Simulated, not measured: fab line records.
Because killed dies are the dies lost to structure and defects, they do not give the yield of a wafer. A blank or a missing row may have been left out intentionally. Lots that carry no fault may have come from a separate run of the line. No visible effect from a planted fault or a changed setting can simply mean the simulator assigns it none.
A lot that was struck, set against a sound lot | flow ritCmos | 15 steps out of a route of 202
Sound: the wafers L147.1, L147.3, L147.4. The struck wafers were L144.1, L144.2, L144.4. The cause comes at the end.
At each step with rows: each side's tool, then ch and its chambers, then its first start. Under that, the readings that differ: sound wafers | struck wafers | difference of the means | sigmas: that difference in standard deviations of wafers without a fault.
alike: same words and numbers on both sides, and readings whose means sit less than 2 such deviations apart. not compared: any withheld reading, any reading some wafer has no value for, any bound like >300 that may hide the same value, and any number with overlapping values for which the record gives no deviation.
The two part at a step that has a row with sigmas, a row that says differs or no value, or rows on one side only. Non-overlapping numbers with no deviation appear without sigmas and do not part them. Lack of a reading on every wafer of one side parts them only where that side has two or more wafers.

RIT_NRETRO_OVL_MEAS_06:
  sound on overlay-01 at day 5 18:19; struck on overlay-02 at day 5 03:50
  alike: NRETRO_OVL
then, 2 steps without rows for these wafers: RIT_NRETRO_HARDBAKE_07 (time 120 s); RIT_NRETRO_IMPLANT_08.
RIT_NRETRO_STRIP_09: strips in O2, time 180 s.
  sound on plasmaAsher-04 ch 0,1, day 5 18:46; struck on plasmaAsher-04 ch 0,1, day 5 04:17
  alike: drypumpMotorCurrentA
  not compared: rfHoursCounterH
RIT_NRETRO_TW_MEAS_10:
  sound on filmMetro-04 at day 5 18:56; struck on filmMetro-04 at day 5 04:27
  alike: NRETRO_TW
then, 6 steps without rows for these wafers: RIT_PRETRO_HMDS_00 (prime time 60 s); RIT_PRETRO_COAT_01 (resist thk 1300 nm); RIT_PRETRO_SOFTBAKE_02 (time 60 s); RIT_PRETRO_EXPOSE_03 (exposes mask M5, target cd 43700 nm); RIT_PRETRO_PEB_04; RIT_PRETRO_DEVELOP_05 (develop time 68 s).
RIT_PRETRO_OVL_MEAS_06:
  sound on overlay-01 at day 5 19:52; struck on overlay-02 at day 5 05:31
  alike: PRETRO_OVL
RIT_PRETRO_HARDBAKE_07: time 120 s.
  sound on lithoTrack-04 ch 0, day 5 19:55; struck on lithoTrack-01 ch 0, day 5 05:33
reading               | sound                | struck               | difference | sigmas
heaterPowerTotalW (W) | 52.03 52.14 51.98    | 57.10 56.98 56.97    | +4.97      | +76
plateTempC (C)        | 139.72 139.87 139.79 | 150.47 150.08 150.41 | +10.53     | +75
  not compared: model.NOVOLAK_of_PRETRO_COAT_01.thkNm
after that, 1 step had no rows for these wafers: RIT_PRETRO_IMPLANT_08.
RIT_M1_PROBE_99:
  only the struck wafers here have rows in the record (prober-02, day 6 07:27); the sound ones have none

## WHERE THEY PART
First at RIT_PRETRO_HARDBAKE_07; last, within this record, at RIT_M1_PROBE_99.

WHY: whatever the simulator had introduced
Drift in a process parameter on lithoTrack-01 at RIT_PRETRO_HARDBAKE_07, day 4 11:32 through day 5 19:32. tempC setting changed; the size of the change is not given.
